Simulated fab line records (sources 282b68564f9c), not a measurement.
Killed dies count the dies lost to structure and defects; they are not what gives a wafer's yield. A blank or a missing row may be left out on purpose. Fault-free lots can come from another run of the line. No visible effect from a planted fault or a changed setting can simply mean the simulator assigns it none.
A lot that was struck, set against a sound lot | flow rit_cmos | 43 out of 202 route steps
Sound: these wafers, L621.2, L621.3, L621.5. Wafers struck: L630.1, L630.5, L630.6. The cause is given at the end.
Each step with rows lists, per side, the tool, then ch with its chambers, then its first start. Under that, the readings that differ: sound wafers | struck wafers | difference of the means | sigmas: that difference in standard deviations of wafers without a fault.
alike: a reading whose means differ by less than 2 such deviations, as well as words and numbers matching on both sides. not compared: withheld readings; readings where some wafer has no value; bounds like >300 that might hide an equal value; numbers whose values overlap and for which the record gives no deviation.
A row with sigmas, a row that says differs or no value, or rows on one side alone: a step with any of these is where the two part. Numbers that don't overlap but have no deviation are shown without sigmas and don't part them. A reading missing from all wafers of one side parts the sides only when that side holds two or more wafers.

first, 1 step without rows for these wafers: RIT_SDANNEAL_CLEAN_02 (cleans in SC2, time 600 s).
RIT_SDANNEAL_RTA_03: time 5 s.
  sound on rtp_anneal-01 ch 0, day 4 05:27; struck on rtp_anneal-02 ch 0, day 6 04:49
  alike: wafer_temp_C_max
RIT_SDANNEAL_RS_MEAS_04: the measuring method here is four-point-probe.
  sound on film_metro-01, day 4 05:31; struck on film_metro-04, day 6 04:52
  alike: PSD_RS
RIT_SDANNEAL_RS_MEAS_05: the measuring method here is four-point-probe.
  sound on film_metro-01, day 4 05:38; struck on film_metro-04, day 6 04:59
  alike: NSD_RS
RIT_SDANNEAL_RS_MEAS_06: the measuring method here is four-point-probe.
  sound on film_metro-01, day 4 05:46; struck on film_metro-04, day 6 05:07
  alike: PLDD_RS
RIT_SDANNEAL_RS_MEAS_07: the measuring method here is four-point-probe.
  sound on film_metro-01, day 4 05:53; struck on film_metro-04, day 6 05:14
  alike: NLDD_RS
then, 2 steps without rows for these wafers: RIT_SILICIDE_WET_ETCH_00 (etches SiO2 in BOE, target depth 14 nm, time 15 s); RIT_SILICIDE_SPUTTER_01 (material Ti, target thk 30 nm, time 240 s).
RIT_SILICIDE_RS_MEAS_02: the measuring method here is four-point-probe.
  sound on film_metro-04, day 4 06:10; struck on film_metro-01, day 6 05:31
  alike: SILICIDE_TI_RS
RIT_SILICIDE_THK_MEAS_03: measures by xrf.
  sound on film_metro-04, day 4 06:17; struck on film_metro-01, day 6 05:38
  alike: SILICIDE_TI_THK
RIT_SILICIDE_RTA_04: time 10 s, ramp up 5 s, ramp down 5 s.
  sound on rtp_anneal-02 ch 0, day 4 06:20; struck on rtp_anneal-01 ch 0, day 6 05:41
  reading          | sound             | struck            | difference | sigmas
  wafer_temp_C_max | 652.1 652.5 651.9 | 654.9 654.2 653.5 | +2.0       | +2
then, 1 step without rows for these wafers: RIT_SILICIDE_WET_ETCH_05 (etches Ti in SPM, time 120 s).
RIT_SILICIDE_RTA_06: time 10 s, ramp up 5 s, ramp down 10 s.
  sound on rtp_anneal-01 ch 0, day 4 06:27; struck on rtp_anneal-02 ch 0, day 6 05:48
  alike: wafer_temp_C_max
then, 1 step without rows for these wafers: RIT_CONTACT_CVD_00 (deposits SiO2 from TEOS, target thk 400 nm, time 61 s).
RIT_CONTACT_THK_MEAS_01:
  sound on film_metro-03, day 4 06:34; struck on film_metro-03, day 6 05:55
  alike: CONTACT_TEOS_THK
then, 6 steps without rows for these wafers: RIT_CONTACT_HMDS_02 (prime time 60 s); RIT_CONTACT_COAT_03 (resist thk 1000 nm); RIT_CONTACT_SOFTBAKE_04 (time 60 s); RIT_CONTACT_EXPOSE_05 (exposes mask M11, target cd 1000 nm); RIT_CONTACT_PEB_06; RIT_CONTACT_DEVELOP_07 (develop time 120 s).
RIT_CONTACT_CD_MEAS_08 targets a cd of 1000 nm.
  sound on cd_sem-02, day 4 07:50; struck on cd_sem-01, day 6 06:57
  alike: cd_nm
RIT_CONTACT_OVL_MEAS_09:
  sound on overlay-01, day 4 07:56; struck on overlay-02, day 6 07:04
  alike: CONTACT_OVL
then, 2 steps without rows for these wafers: RIT_CONTACT_HARDBAKE_10 (time 60 s); RIT_CONTACT_ETCH_11 (etches SiO2 in CHF3/CF4/Ar, stops on TiSi2, target depth 480 nm, time 320 s).
RIT_CONTACT_STRIP_12: strips in O2, time 180 s.
  sound on plasma_asher-03 ch 0,1, day 4 08:19; struck on plasma_asher-01 ch 0,1, day 6 07:27
  alike: drypump_motor_current_A
  not compared: rf_hours_counter_h
RIT_CONTACT_CD_MEAS_90 targets a cd of 1000 nm.
  sound on cd_sem-02, day 4 08:31; struck on cd_sem-02, day 6 07:38
  alike: cd_nm
then, 2 steps without rows for these wafers: RIT_CONTACT_CLEAN_13 (cleans in SC1, time 600 s); RIT_CONTACT_CLEAN_14 (cleans in SC2, time 600 s).
RIT_M1_SPUTTER_00: material Al, target thk 400 nm, time 500 s.
  sound on pvd_sputter-02, day 4 08:59; struck on pvd_sputter-02, day 6 08:06
  alike: throttle_valve_pct
RIT_M1_RS_MEAS_01: the measuring method here is four-point-probe.
  sound on film_metro-04, day 4 09:17; struck on film_metro-03, day 6 08:23
  alike: M1_AL_RS
RIT_M1_THK_MEAS_02: measures by xrf.
  sound on film_metro-04, day 4 09:24; struck on film_metro-03, day 6 08:31
  alike: M1_AL_THK
then, 6 steps without rows for these wafers: RIT_M1_HMDS_03 (prime time 60 s); RIT_M1_COAT_04 (resist thk 1300 nm); RIT_M1_SOFTBAKE_05 (time 60 s); RIT_M1_EXPOSE_06 (exposes mask M12, target cd 2600 nm); RIT_M1_PEB_07; RIT_M1_DEVELOP_08 (develop time 68 s).
RIT_M1_CD_MEAS_09 targets a cd of 2600 nm.
  sound on cd_sem-01, day 4 10:22; struck on cd_sem-02, day 6 09:27
  alike: cd_nm
RIT_M1_OVL_MEAS_10:
  sound on overlay-02, day 4 10:29; struck on overlay-02, day 6 09:34
  alike: M1_OVL
then, 1 step without rows for these wafers: RIT_M1_HARDBAKE_11 (time 120 s).
RIT_M1_METAL_ETCH_12: etches Al in Cl2/BCl3, stops on SiO2, time 165 s, target depth 600 nm.
  sound on rie_metal-01 ch 0,1, day 4 11:00; struck on rie_metal-04 ch 0,1, day 6 09:52
  alike: drypump_motor_current_A, oes_product_au, throttle_valve_pct
  not compared: rf_hours_counter_h
RIT_M1_PROBE_99:
  sound on prober-01, day 4 13:18; struck on prober-02, day 6 12:07
  reading                           | sound             | struck            | difference | sigmas
  model.etest.npoly_sal.rs_ohm_sq   | 4.362 4.378 4.374 | 4.015 4.103 4.151 | -0.282     |
  model.etest.pplus_sal.rs_ohm_sq   | 4.323 4.359 4.306 | 4.027 4.104 4.11  | -0.249     |
  model.etest.nplus_sal.rs_ohm_sq   | 4.284 4.346 4.309 | 3.992 4.107 4.1   | -0.247     |
  model.etest.ppoly_sal.rs_ohm_sq   | 4.358 4.348 4.243 | 3.982 4.075 4.123 | -0.256     |
  model.etest.pplus_sal.line_ohm_um | 1.278 1.27 1.261  | 1.151 1.214 1.18  | -0.088     |
  model.etest.nplus_sal.line_ohm_um | 1.265 1.273 1.23  | 1.172 1.21 1.177  | -0.070     |
  model.etest.contact_pplus.rc_ohm  | 1.369 1.415 1.376 | 1.28 1.365 1.352  | -0.05      |
  alike: killed_at_contacts, killed_at_front_end, killed_dies, killed_open, killed_short

## WHERE THEY PART
RIT_SILICIDE_RTA_04 only, going by this record. Later steps at which nothing parts them and some readings are alike: RIT_SILICIDE_RTA_06, RIT_CONTACT_THK_MEAS_01, RIT_CONTACT_CD_MEAS_08, RIT_CONTACT_OVL_MEAS_09, RIT_CONTACT_STRIP_12, RIT_CONTACT_CD_MEAS_90, RIT_M1_SPUTTER_00, RIT_M1_RS_MEAS_01, RIT_M1_THK_MEAS_02, RIT_M1_CD_MEAS_09, RIT_M1_OVL_MEAS_10, RIT_M1_METAL_ETCH_12, RIT_M1_PROBE_99.

WHY: what the simulator had put in
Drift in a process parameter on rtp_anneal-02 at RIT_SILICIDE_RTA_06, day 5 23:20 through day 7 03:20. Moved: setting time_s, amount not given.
